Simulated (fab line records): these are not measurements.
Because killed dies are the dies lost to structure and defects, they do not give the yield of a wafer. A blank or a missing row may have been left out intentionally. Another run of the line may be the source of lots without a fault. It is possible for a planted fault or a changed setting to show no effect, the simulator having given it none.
What tool caused it? || flow rit_cmos || 45 wafers from 15 lots sampled at 2 of the route's 202 steps

## WHAT EACH GAUGE READ, for each wafer
RIT_PWELL_OVL_MEAS_06. Usual: PWELL_OVL typically reads -0.9 nm, with standard deviation 1.6.
{"lot": "L531", "measured": "day 2 00:08", "on": "overlay-01", "PWELL_OVL (nm)": "-1.1 -1.5 -0.5", "flag": ""}
{"lot": "L532", "measured": "day 2 05:02", "on": "overlay-02", "PWELL_OVL (nm)": "1.0 -0.9 0.1", "flag": ""}
{"lot": "L533", "measured": "day 2 11:35", "on": "overlay-02", "PWELL_OVL (nm)": "0.8 -0.9 -0.8", "flag": ""}
{"lot": "L534", "measured": "day 2 13:53", "on": "overlay-02", "PWELL_OVL (nm)": "-3.4 -2.5 -1.5", "flag": ""}
{"lot": "L535", "measured": "day 2 19:35", "on": "overlay-02", "PWELL_OVL (nm)": "-1.2 -2.9 -1.4", "flag": ""}
{"lot": "L537", "measured": "day 3 06:17", "on": "overlay-01", "PWELL_OVL (nm)": "-1.2 -2.0 -2.0", "flag": ""}
{"lot": "L538", "measured": "day 3 10:22", "on": "overlay-02", "PWELL_OVL (nm)": "-1.2 1.3 -1.3", "flag": ""}
{"lot": "L539", "measured": "day 3 15:52", "on": "overlay-01", "PWELL_OVL (nm)": "420.3 421.1 418.5", "flag": "OFF"}
{"lot": "L541", "measured": "day 4 02:26", "on": "overlay-02", "PWELL_OVL (nm)": "420.6 419.3 419.1", "flag": "OFF"}
{"lot": "L543", "measured": "day 4 13:30", "on": "overlay-02", "PWELL_OVL (nm)": "-1.9 -0.8 -2.0", "flag": ""}
{"lot": "L545", "measured": "day 4 21:52", "on": "overlay-02", "PWELL_OVL (nm)": "419.7 420.3 419.9", "flag": "OFF"}
{"lot": "L549", "measured": "day 5 19:32", "on": "overlay-01", "PWELL_OVL (nm)": "0.0 -1.6 -2.0", "flag": ""}
{"lot": "L551", "measured": "day 6 03:01", "on": "overlay-01", "PWELL_OVL (nm)": "-2.7 -1.4 -1.9", "flag": ""}
{"lot": "L553", "measured": "day 6 13:37", "on": "overlay-01", "PWELL_OVL (nm)": "-0.1 -4.1 -3.1", "flag": ""}
{"lot": "L554", "measured": "day 6 19:16", "on": "overlay-02", "PWELL_OVL (nm)": "-3.3 -2.4 -3.1", "flag": ""}

## TOOL THAT RAN EACH LOT (tool first, then ch and the chambers of the sampled wafers, then the start)
{"lot": "L531", "RIT_PWELL_EXPOSE_03": "iline_stepper-02 ch 0, day 1 23:43"}
{"lot": "L532", "RIT_PWELL_EXPOSE_03": "iline_stepper-01 ch 0, day 2 04:38"}
{"lot": "L533", "RIT_PWELL_EXPOSE_03": "iline_stepper-01 ch 0, day 2 11:10"}
{"lot": "L534", "RIT_PWELL_EXPOSE_03": "iline_stepper-01 ch 0, day 2 13:29"}
{"lot": "L535", "RIT_PWELL_EXPOSE_03": "iline_stepper-02 ch 0, day 2 19:11"}
{"lot": "L537", "RIT_PWELL_EXPOSE_03": "iline_stepper-02 ch 0, day 3 05:52"}
{"lot": "L538", "RIT_PWELL_EXPOSE_03": "iline_stepper-01 ch 0, day 3 09:58"}
{"lot": "L539", "RIT_PWELL_EXPOSE_03": "iline_stepper-01 ch 0, day 3 15:23"}
{"lot": "L541", "RIT_PWELL_EXPOSE_03": "iline_stepper-01 ch 0, day 4 02:02"}
{"lot": "L543", "RIT_PWELL_EXPOSE_03": "iline_stepper-02 ch 0, day 4 13:05"}
{"lot": "L545", "RIT_PWELL_EXPOSE_03": "iline_stepper-01 ch 0, day 4 21:27"}
{"lot": "L549", "RIT_PWELL_EXPOSE_03": "iline_stepper-02 ch 0, day 5 19:07"}
{"lot": "L551", "RIT_PWELL_EXPOSE_03": "iline_stepper-02 ch 0, day 6 02:37"}
{"lot": "L553", "RIT_PWELL_EXPOSE_03": "iline_stepper-02 ch 0, day 6 13:11"}
{"lot": "L554", "RIT_PWELL_EXPOSE_03": "iline_stepper-02 ch 0, day 6 18:53"}
- RIT_PWELL_EXPOSE_03: exposes mask M3, target cd 43700 nm.

## WHAT THE TOOLS THEMSELVES READ (means of the sampled wafers that have a number; where no wafer has one, the mark that the record gives instead)
RIT_PWELL_EXPOSE_03. Usual: focus_offset_nm 0.0 nm, standard deviation 0.45.
{"lot": "L531", "tool": "iline_stepper-02", "focus_offset_nm (nm)": -0.3, "flag": ""}
{"lot": "L532", "tool": "iline_stepper-01", "focus_offset_nm (nm)": -0.3, "flag": ""}
{"lot": "L533", "tool": "iline_stepper-01", "focus_offset_nm (nm)": 0.8, "flag": ""}
{"lot": "L534", "tool": "iline_stepper-01", "focus_offset_nm (nm)": -0.0, "flag": ""}
{"lot": "L535", "tool": "iline_stepper-02", "focus_offset_nm (nm)": 1.0, "flag": ""}
{"lot": "L537", "tool": "iline_stepper-02", "focus_offset_nm (nm)": -0.1, "flag": ""}
{"lot": "L538", "tool": "iline_stepper-01", "focus_offset_nm (nm)": 0.1, "flag": ""}
{"lot": "L539", "tool": "iline_stepper-01", "focus_offset_nm (nm)": -0.5, "flag": ""}
{"lot": "L541", "tool": "iline_stepper-01", "focus_offset_nm (nm)": 0.1, "flag": ""}
{"lot": "L543", "tool": "iline_stepper-02", "focus_offset_nm (nm)": -0.2, "flag": ""}
{"lot": "L545", "tool": "iline_stepper-01", "focus_offset_nm (nm)": -0.2, "flag": ""}
{"lot": "L549", "tool": "iline_stepper-02", "focus_offset_nm (nm)": -0.2, "flag": ""}
{"lot": "L551", "tool": "iline_stepper-02", "focus_offset_nm (nm)": -0.0, "flag": ""}
{"lot": "L553", "tool": "iline_stepper-02", "focus_offset_nm (nm)": 0.4, "flag": ""}
{"lot": "L554", "tool": "iline_stepper-02", "focus_offset_nm (nm)": 0.2, "flag": ""}

## THE ANSWER, worked out from the rows above alone
Rule: a lot counts as off when the mean over its wafers that have a number is more than 3 standard deviations away from the usual mean. A lot without any number at a reading at which 4 lots or more have one is off too. Any other lot the step has rows for is counted as sound. First the gauges in route order, then the tools' own readings, where a lot's mean is used as printed above. The first step at which some lot is off is used, and at that step the reading that is off furthest; a lot without a number counts as furthest.
Off: at RIT_PWELL_OVL_MEAS_06 (PWELL_OVL), L539, L541, L545.
A tool fits if, at a process step before that reading, it ran every lot that is off, and no sound lot after the first of them. Gauges at RIT_PWELL_OVL_MEAS_06: tried the same way as those tools. One fits: RIT_PWELL_EXPOSE_03 on iline_stepper-01. Its last sound lot is L538 (day 3 09:58), its first lot that is off L539 (day 3 15:23): a fault that began between those two fits.

## WHAT THE SIMULATOR HAD INSERTED
Scanner matching overlay: iline_stepper-01, from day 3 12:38 on, at RIT_PWELL_EXPOSE_03. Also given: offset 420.
Lots struck among those shown: L539, L541, L545. This agrees with what the rule above found.
